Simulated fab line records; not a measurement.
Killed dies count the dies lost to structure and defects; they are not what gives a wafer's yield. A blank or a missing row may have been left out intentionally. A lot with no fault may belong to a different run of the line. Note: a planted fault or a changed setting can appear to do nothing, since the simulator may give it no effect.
Split-lot trial + flow rit-cmos + 23 wafers read across 5 lots, on a route 202 steps long

ON THE SPLIT
At RIT_PLDD_IMPLANT_08, the setting dose-cm2 was moved away from the recipe's 9e+14 on 5 of the 23 wafers read, by -7.4% to +2.4%. The other wafers ran this setting at the recipe's value.

SPLIT TO READING: what lies between them in the file, 1 step
- RIT_PLDD_STRIP_09: strips in O2, time 180 s

THE READING
PLDD_TW, at RIT_PLDD_TW_MEAS_10. A value of 2341 with a standard deviation of 10 is what fault-free wafers of this fab line usually give.

| wafer  | tool, chamber at the split | dose-cm2 as run | against the recipe | PLDD_TW | against lot-mates on the recipe |
|--------|----------------------------|-----------------|--------------------|---------|---------------------------------|
| L074.1 | implanter-04, 0            | 8.331e+14       | -7.4%              | 2284    | -47                             |
| L074.2 | implanter-04, 0            | 9e+14           | recipe             | 2326    | -                               |
| L074.3 | implanter-04, 0            | 8.331e+14       | -7.4%              | 2288    | -43                             |
| L074.4 | implanter-04, 0            | 9e+14           | recipe             | 2333    | -                               |
| L074.5 | implanter-04, 0            | 9e+14           | recipe             | 2333    | -                               |
| L077.1 | implanter-02, 0            | 9e+14           | recipe             | 2354    | -                               |
| L077.2 | implanter-02, 0            | 9e+14           | recipe             | 2358    | -                               |
| L077.3 | implanter-02, 0            | 9e+14           | recipe             | 2366    | -                               |
| L077.4 | implanter-02, 0            | 9e+14           | recipe             | 2363    | -                               |
| L077.6 | implanter-02, 0            | 9e+14           | recipe             | 2358    | -                               |
| L078.1 | implanter-02, 0            | 9e+14           | recipe             | 2334    | -                               |
| L078.3 | implanter-02, 0            | 9e+14           | recipe             | 2335    | -                               |
| L078.4 | implanter-02, 0            | 9e+14           | recipe             | 2345    | -                               |
| L078.5 | implanter-02, 0            | 9e+14           | recipe             | 2337    | -                               |
| L078.6 | implanter-02, 0            | 9e+14           | recipe             | 2340    | -                               |
| L082.1 | implanter-02, 0            | 9e+14           | recipe             | 2339    | -                               |
| L082.4 | implanter-02, 0            | 9e+14           | recipe             | 2342    | -                               |
| L082.6 | implanter-02, 0            | 9e+14           | recipe             | 2346    | -                               |
| L083.1 | implanter-04, 0            | 9.22e+14        | +2.4%              | 2349    | +16                             |
| L083.3 | implanter-04, 0            | 9e+14           | recipe             | 2327    | -                               |
| L083.4 | implanter-04, 0            | 9.22e+14        | +2.4%              | 2359    | +26                             |
| L083.5 | implanter-04, 0            | 9e+14           | recipe             | 2340    | -                               |
| L083.6 | implanter-04, 0            | 9.22e+14        | +2.4%              | 2355    | +22                             |

FIT RESULTS
A straight line over all 23 wafers: PLDD_TW changes by +7.18 for each +1% of dose-cm2; r = +0.84; the points scatter about the line by 11.
The same after taking each lot's own level away (the mean of its wafers on the recipe; 23 wafers): +6.41 for each +1%; r = +0.96; scatter 4.6.
According to that fit, moving dose-cm2 by its largest amount changes the reading by 48.
From 2330.7 to 2359.8: that is the span of the lots' own levels, equal to 2.9 times the standard deviation above.
So the lot-to-lot level changes the slope: the two fits differ.
Check: for one of the wafers moved furthest among these (-7.4%), held out of the fit, the line's prediction against its lot-mates is -46.8. Against them it came out at -46.7.

OTHER SPLITS APPLIED TO THESE WAFERS
Before the reading, these wafers also passed through other splits. Each is held against what the fit with the lots' levels taken away leaves over:
| other split on the same wafers    | wafers away from the commonest value | r with PLDD_TW (lot level and that fit taken away) |
|-----------------------------------|--------------------------------------|----------------------------------------------------|
| RIT_ACTIVE_OXIDATION_01 ox-time-s | 18                                   | -0.17                                              |
| RIT_ACTIVE_EXPOSE_08 dose-mj      | 7                                    | +0.20                                              |
| RIT_ACTIVE_ETCH_13 over-etch-frac | 6                                    | +0.11                                              |
| RIT_NRETRO_COAT_01 spin-rpm       | 10                                   | -0.52                                              |
| RIT_PRETRO_COAT_01 spin-rpm       | 11                                   | +0.30                                              |
| RIT_NLDD_COAT_01 resist-thk-nm    | 8                                    | -0.43                                              |
| RIT_PLDD_COAT_01 spin-rpm         | 12                                   | -0.06                                              |

FILE'S OWN FIT
PLDD_TW changes by +6.2 for each +1% of dose-cm2, r = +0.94.
